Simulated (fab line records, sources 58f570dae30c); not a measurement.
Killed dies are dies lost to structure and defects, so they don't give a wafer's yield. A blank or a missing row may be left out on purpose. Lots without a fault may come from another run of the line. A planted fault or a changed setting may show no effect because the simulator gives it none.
Tool commonality check | flow berkeley_cmos170 | 15 lots, 45 wafers sampled

WHY IT WAS OPENED
At UCB170_V1_CD_MEAS_90 the reading cd_nm is flagged on 3 of 15 lots. Wafers without a fault read 699.9 nm, standard deviation 1.7.
Rule: a lot is flagged when every wafer of it that has a number lies more than 4 standard deviations from that mean, or none has a number. The other lots count as sound.

lot  | measured     | on        | cd_nm (nm), wafer by wafer | flag
L424 | day 7 04:52  | cd_sem-02 | 699.5 697.2 698.6          |
L425 | day 7 12:15  | cd_sem-01 | 702.6 701.6 701.0          |
L428 | day 8 05:43  | cd_sem-02 | 700.6 699.8 698.8          |
L429 | day 8 05:49  | cd_sem-01 | 699.6 700.8 701.1          |
L430 | day 8 18:51  | cd_sem-01 | 696.1 697.6 697.7          |
L432 | day 9 01:31  | cd_sem-02 | 699.6 700.7 700.2          |
L433 | day 9 09:20  | cd_sem-02 | 698.7 700.3 701.2          |
L434 | day 9 09:30  | cd_sem-01 | 703.9 700.6 702.2          |
L435 | day 9 23:01  | cd_sem-02 | 698.6 697.3 697.9          |
L436 | day 10 00:39 | cd_sem-02 | 700.8 701.2 701.1          |
L440 | day 11 03:20 | cd_sem-01 | 715.6 715.7 715.2          | FLAGGED
L444 | day 11 04:01 | cd_sem-02 | 714.6 713.1 712.7          | FLAGGED
L443 | day 11 04:08 | cd_sem-01 | 701.0 698.8 700.9          |
L446 | day 12 07:03 | cd_sem-01 | 696.8 698.7 699.1          |
L445 | day 12 07:10 | cd_sem-01 | 711.9 713.0 711.7          | FLAGGED
The numbers of the flagged lots are 713.7 nm on average: +13.8 nm against the usual, or +8 standard deviations.

WHICH TOOL RAN EACH LOT
The record holds 3 process steps before the reading, out of a route of 331 steps. In each cell: the tool, then ch and the chambers that the sampled wafers went through, then the start.
lot  | flag    | UCB170_V1_CMP_02              | UCB170_V1_ETCH_14                  | UCB170_V1_STRIP_15
L424 |         | cmp-02 ch 0,3, day 7 02:10    | rie_diel-04 ch 0,3, day 7 04:36    | plasma_asher-04 ch 0,1, day 7 04:46
L425 |         | cmp-01 ch 0,3, day 7 09:56    | rie_diel-01 ch 0,1,2, day 7 11:57  | plasma_asher-04 ch 0,1, day 7 12:08
L428 |         | cmp-01 ch 1,2,3, day 8 03:11  | rie_diel-04 ch 0,1,2, day 8 05:26  | plasma_asher-03 ch 1, day 8 05:37
L429 |         | cmp-02 ch 0,2,3, day 8 03:08  | rie_diel-01 ch 0,1,3, day 8 05:33  | plasma_asher-01 ch 0,1, day 8 05:43
L430 |         | cmp-01 ch 0,2, day 8 16:50    | rie_diel-03 ch 1,3, day 8 18:34    | plasma_asher-01 ch 0,1, day 8 18:44
L432 |         | cmp-01 ch 1,3, day 8 23:34    | rie_diel-01 ch 2,3, day 9 01:13    | plasma_asher-04 ch 0,1, day 9 01:23
L433 |         | cmp-02 ch 1,2, day 9 06:37    | rie_diel-03 ch 1,2, day 9 09:02    | plasma_asher-04 ch 1, day 9 09:13
L434 |         | cmp-01 ch 0,1, day 9 06:34    | rie_diel-01 ch 0,2,3, day 9 09:16  | plasma_asher-04 ch 0,1, day 9 09:23
L435 |         | cmp-01 ch 0,1, day 9 20:38    | rie_diel-03 ch 1,2,3, day 9 22:44  | plasma_asher-01 ch 0,1, day 9 22:55
L436 |         | cmp-02 ch 1,2,3, day 9 22:08  | rie_diel-04 ch 1,2,3, day 10 00:22 | plasma_asher-01 ch 0,1, day 10 00:33
L440 | FLAGGED | cmp-02 ch 0,2,3, day 11 01:01 | rie_diel-01 ch 0,1, day 11 03:02   | plasma_asher-01 ch 0, day 11 03:13
L444 | FLAGGED | cmp-02 ch 0,2, day 11 01:19   | rie_diel-01 ch 1,2, day 11 03:44   | plasma_asher-04 ch 0,1, day 11 03:55
L443 |         | cmp-01 ch 0,2,3, day 11 01:37 | rie_diel-04 ch 1,2,3, day 11 03:52 | plasma_asher-03 ch 0,1, day 11 04:02
L446 |         | cmp-02 ch 1,3, day 12 04:14   | rie_diel-03 ch 1,2,3, day 12 06:47 | plasma_asher-03 ch 0,1, day 12 06:57
L445 | FLAGGED | cmp-01 ch 0,1,2, day 12 04:14 | rie_diel-01 ch 1,3, day 12 06:50   | plasma_asher-04 ch 0,1, day 12 07:01
What these steps do:
- UCB170_V1_CMP_02: polishes SiO2.
- UCB170_V1_ETCH_14: etches SiO2 in CHF3/CF4/Ar, stops on Al, target depth 1250 nm, time 291 s.
- UCB170_V1_STRIP_15: strips in O2.
- UCB170_V1_CD_MEAS_90: target cd 700 nm.

FLAGGED OVER TOTAL, TOOL BY TOOL (the gauges that took the reading come last)
step                 | tool            | lots run | flagged | share of the flagged lots | sound lots run after its first flagged lot
UCB170_V1_CMP_02     | cmp-01          | 8        | 1       | some                      | 0
UCB170_V1_CMP_02     | cmp-02          | 7        | 2       | some                      | 1 (L446)
UCB170_V1_ETCH_14    | rie_diel-01     | 7        | 3       | all                       | 0
UCB170_V1_ETCH_14    | rie_diel-03     | 4        | 0       | none                      | -
UCB170_V1_ETCH_14    | rie_diel-04     | 4        | 0       | none                      | -
UCB170_V1_STRIP_15   | plasma_asher-01 | 5        | 1       | some                      | 0
UCB170_V1_STRIP_15   | plasma_asher-03 | 3        | 0       | none                      | -
UCB170_V1_STRIP_15   | plasma_asher-04 | 7        | 2       | some                      | 0
UCB170_V1_CD_MEAS_90 | cd_sem-01       | 8        | 2       | some                      | 2 (L443,L446)
UCB170_V1_CD_MEAS_90 | cd_sem-02       | 7        | 1       | some                      | 0

WHAT THE TABLE ALLOWS
1 row of the table ran every flagged lot: rie_diel-01 at UCB170_V1_ETCH_14.
- rie_diel-01 at UCB170_V1_ETCH_14: 3 of its 7 lots flagged. Its last sound lot is L434 (day 9 09:16), its first flagged lot L440 (day 11 03:02): a fault that began between those two fits. Its own readings lie more than 4 standard deviations out on every wafer of the flagged lots: rf_fwd_power_W.
One tool is left: rie_diel-01 at UCB170_V1_ETCH_14.

WHAT THE SIMULATOR HAD PUT IN
Process parameter drift: rie_diel-01, from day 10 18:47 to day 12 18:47, at UCB170_V1_ETCH_14. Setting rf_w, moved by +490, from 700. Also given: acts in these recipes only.
Lots struck among those shown: L440, L444, L445. The rule above found the same.
